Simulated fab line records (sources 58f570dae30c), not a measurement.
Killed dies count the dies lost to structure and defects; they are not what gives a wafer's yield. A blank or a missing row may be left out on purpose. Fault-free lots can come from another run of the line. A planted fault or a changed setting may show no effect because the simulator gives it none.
Which of the tools did it? ; flow berkeley_cmos170 ; Sampling: 14 lots, 42 wafers, 6 of 331 route steps

## WHAT EACH GAUGE READ, for each wafer
UCB170_SILICIDE_RS_MEAS_02: the measuring method here is four-point-probe. Usual: SILICIDE_TI_RS 26.2 ohm/sq, standard deviation 0.35.
lot;measured;on;SILICIDE_TI_RS (ohm/sq);flag
L469;day 8 01:37;film_metro-03;26.2 25.9 26.0;
L472;day 9 00:24;film_metro-03;26.1 25.8 25.8;
L471;day 9 00:57;film_metro-03;25.9 26.1 26.3;
L470;day 9 01:07;film_metro-01;25.6 25.7 25.8;
L474;day 9 10:54;film_metro-01;26.2 26.2 26.5;
L475;day 9 11:47;film_metro-03;26.1 26.7 26.0;
L477;day 10 01:28;film_metro-03;26.4 26.7 26.6;
L476;day 10 02:02;film_metro-03;26.4 26.7 26.4;
L482;day 11 14:15;film_metro-03;26.2 26.3 26.4;
L486;day 11 19:58;film_metro-03;26.4 26.0 26.2;
L488;day 12 05:40;film_metro-03;25.9 25.9 25.7;
L490;day 12 19:18;film_metro-03;26.2 26.1 26.5;
L489;day 12 19:20;film_metro-01;26.2 26.2 26.1;
L491;day 13 19:10;film_metro-02;26.0 25.9 26.1;

UCB170_CONTACT_OVL_MEAS_16. Usual: CONTACT_OVL 0 nm, standard deviation 5.9.
lot;measured;on;CONTACT_OVL (nm);flag
L469;day 8 05:47;overlay-02;-2 -2 7;
L472;day 9 05:21;overlay-02;2 7 1;
L471;day 9 08:36;overlay-02;0 -1 -7;
L470;day 9 08:22;overlay-02;-4 -9 2;
L474;day 9 16:53;overlay-02;-2 1 -5;
L475;day 9 17:01;overlay-02;7 4 5;
L477;day 10 05:35;overlay-01;-7 -10 -9;
L476;day 10 06:11;overlay-02;-9 -3 -6;
L482;day 11 19:40;overlay-01;-6 -3 -3;
L486;day 12 01:05;overlay-02;0 -1 -1;
L488;day 12 11:21;overlay-01;0 -2 0;
L490;day 13 05:01;overlay-02;-8 3 1;
L489;day 13 04:45;overlay-01;-4 -2 -4;
L491;day 14 01:38;overlay-01;3 -5 3;

UCB170_M3_RS_MEAS_02: the measuring method here is four-point-probe. Usual: M3_AL_RS 0.03215 ohm/sq, standard deviation 0.00021.
lot;measured;on;M3_AL_RS (ohm/sq);flag
L469;day 8 17:34;film_metro-04;0.03197 0.03179 0.03216;
L472;day 9 21:47;film_metro-04;0.0321 0.03173 0.03213;
L471;day 10 00:27;film_metro-01;0.03241 0.03228 0.03213;
L470;day 9 21:34;film_metro-02;0.0319 0.0321 0.03196;
L474;day 10 06:33;film_metro-02;0.03207 0.03214 0.03207;
L475;day 10 06:54;film_metro-04;0.03179 0.03211 0.03212;
L477;day 10 17:30;film_metro-04;0.03212 0.0321 0.03226;
L476;day 10 18:53;film_metro-02;0.03215 0.03197 0.03221;
L482;day 12 09:31;film_metro-02;0.04173 0.04158 0.04165;OFF
L486;day 12 15:35;film_metro-02;0.04113 0.04168 0.04153;OFF
L488;day 13 03:16;film_metro-04;0.03252 0.0323 0.03219;
L490;day 13 20:25;film_metro-04;0.0318 0.03224 0.03224;
L489;day 13 20:11;film_metro-02;0.03265 0.03257 0.03238;
L491;day 14 14:18;film_metro-01;0.03229 0.03212 0.0323;

UCB170_M3_THK_MEAS_03: measures by xrf. Usual: M3_AL_THK 890 nm, standard deviation 9.4.
lot;measured;on;M3_AL_THK (nm);flag
L469;day 8 17:40;film_metro-04;899 903 890;
L472;day 9 21:55;film_metro-04;893 906 897;
L471;day 10 00:34;film_metro-01;890 892 890;
L470;day 9 21:41;film_metro-02;886 885 886;
L474;day 10 06:40;film_metro-02;884 888 884;
L475;day 10 07:00;film_metro-04;906 900 897;
L477;day 10 17:37;film_metro-04;897 898 893;
L476;day 10 18:59;film_metro-02;881 886 880;
L482;day 12 09:38;film_metro-02;680 680 682;OFF
L486;day 12 15:41;film_metro-02;691 687 684;OFF
L488;day 13 03:22;film_metro-04;883 884 886;
L490;day 13 20:32;film_metro-04;889 886 882;
L489;day 13 20:17;film_metro-02;871 874 874;
L491;day 14 14:25;film_metro-01;890 899 891;

## EACH LOT AND THE TOOL THAT RAN IT (in order: tool; ch and the chambers of the sampled wafers; start)
lot;UCB170_V1_STRIP_15;UCB170_M3_SPUTTER_01
L469;plasma_asher-01 ch 0,1, day 8 11:52;pvd_sputter-03, day 8 17:28
L472;plasma_asher-01 ch 0,1, day 9 14:55;pvd_sputter-01, day 9 21:43
L471;plasma_asher-02 ch 0,1, day 9 16:59;pvd_sputter-03, day 10 00:20
L470;plasma_asher-03 ch 1, day 9 15:10;pvd_sputter-04, day 9 21:28
L474;plasma_asher-01 ch 0,1, day 10 00:32;pvd_sputter-04, day 10 06:27
L475;plasma_asher-02 ch 0,1, day 10 01:14;pvd_sputter-01, day 10 06:47
L477;plasma_asher-02 ch 0,1, day 10 11:52;pvd_sputter-01, day 10 17:25
L476;plasma_asher-02 ch 0,1, day 10 13:14;pvd_sputter-04, day 10 18:46
L482;plasma_asher-02 ch 0,1, day 12 03:44;pvd_sputter-04, day 12 09:26
L486;plasma_asher-01 ch 0,1, day 12 08:19;pvd_sputter-04, day 12 15:28
L488;plasma_asher-01 ch 0,1, day 12 19:49;pvd_sputter-01, day 13 03:10
L490;plasma_asher-01 ch 0,1, day 13 12:34;pvd_sputter-01, day 13 20:20
L489;plasma_asher-02 ch 0,1, day 13 11:49;pvd_sputter-03, day 13 20:04
L491;plasma_asher-03 ch 1, day 14 08:23;pvd_sputter-01, day 14 14:13
- UCB170_V1_STRIP_15: strips in O2.
- UCB170_M3_SPUTTER_01: material Al, target thk 900 nm, time 120 s.

## AS READ BY THE TOOLS THEMSELVES (means over the sampled wafers that have a number; for cases with no such wafer, the mark the record gives instead)
UCB170_V1_STRIP_15. Usual: drypump_motor_current_A 6.11 A, standard deviation 0.27; o2_flow_sccm 399.9 sccm, standard deviation 1.3; oes_product_au 0.722 a.u., standard deviation 0.0048; strip_time_to_endpoint_s 15.31 s, standard deviation 0.091.
lot;tool;drypump_motor_current_A (A);o2_flow_sccm (sccm);oes_product_au (a.u.);strip_time_to_endpoint_s (s);flag
L469;plasma_asher-01;6.25;399.9;0.724;15.33;
L472;plasma_asher-01;6.26;400.0;0.723;15.41;
L471;plasma_asher-02;5.87;400.7;0.723;15.20;
L470;plasma_asher-03;5.88;399.3;0.722;15.31;
L474;plasma_asher-01;6.27;400.0;0.719;15.26;
L475;plasma_asher-02;6.04;399.1;0.722;15.32;
L477;plasma_asher-02;6.04;398.0;0.719;15.25;
L476;plasma_asher-02;6.03;400.6;0.720;15.33;
L482;plasma_asher-02;6.06;401.3;0.721;15.33;
L486;plasma_asher-01;6.25;400.3;0.721;15.36;
L488;plasma_asher-01;6.27;399.9;0.724;15.28;
L490;plasma_asher-01;6.26;399.0;0.719;15.38;
L489;plasma_asher-02;5.87;399.0;0.723;15.35;
L491;plasma_asher-03;5.88;398.7;0.727;15.25;

UCB170_M3_SPUTTER_01. Usual: throttle_valve_pct reads 30.4 % (standard deviation 1.2).
lot;tool;throttle_valve_pct (%);flag
L469;pvd_sputter-03;30.6;
L472;pvd_sputter-01;30.9;
L471;pvd_sputter-03;30.0;
L470;pvd_sputter-04;30.2;
L474;pvd_sputter-04;30.2;
L475;pvd_sputter-01;31.6;
L477;pvd_sputter-01;31.7;
L476;pvd_sputter-04;28.3;
L482;pvd_sputter-04;28.9;
L486;pvd_sputter-04;29.3;
L488;pvd_sputter-01;31.1;
L490;pvd_sputter-01;31.3;
L489;pvd_sputter-03;29.7;
L491;pvd_sputter-01;31.1;

## THE ANSWER, worked out from the rows above alone
Rule: a lot is off if the mean of its wafers that have a number lies more than 3 standard deviations from the usual mean. A lot without any number at a reading at which 4 lots or more have one is off too. All remaining lots with rows at the step are treated as sound. The gauges are gone through in route order, then the tools' own readings, and for those a lot's mean is taken as printed above. At the first step where some lot is off, the reading lying furthest off is the one used; lots without a number count as furthest.
Off: at UCB170_M3_RS_MEAS_02 (M3_AL_RS), L482, L486.
A tool fits if, at a process step before that reading, it ran every lot that is off, and no sound lot after the first of them. The gauges at UCB170_M3_RS_MEAS_02 are tried like those tools. One candidate fits, namely pvd_sputter-04 at UCB170_M3_SPUTTER_01. A fault onset in the window from L476 (day 10 18:46, its last sound lot) to L482 (day 12 09:26, its first lot off) fits.

## WHAT WAS PUT IN BY THE SIMULATOR
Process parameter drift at UCB170_M3_SPUTTER_01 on pvd_sputter-04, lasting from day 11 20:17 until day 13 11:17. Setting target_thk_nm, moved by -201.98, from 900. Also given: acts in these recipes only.
Shown lots that were struck: L482, L486. Same finding as the rule above.
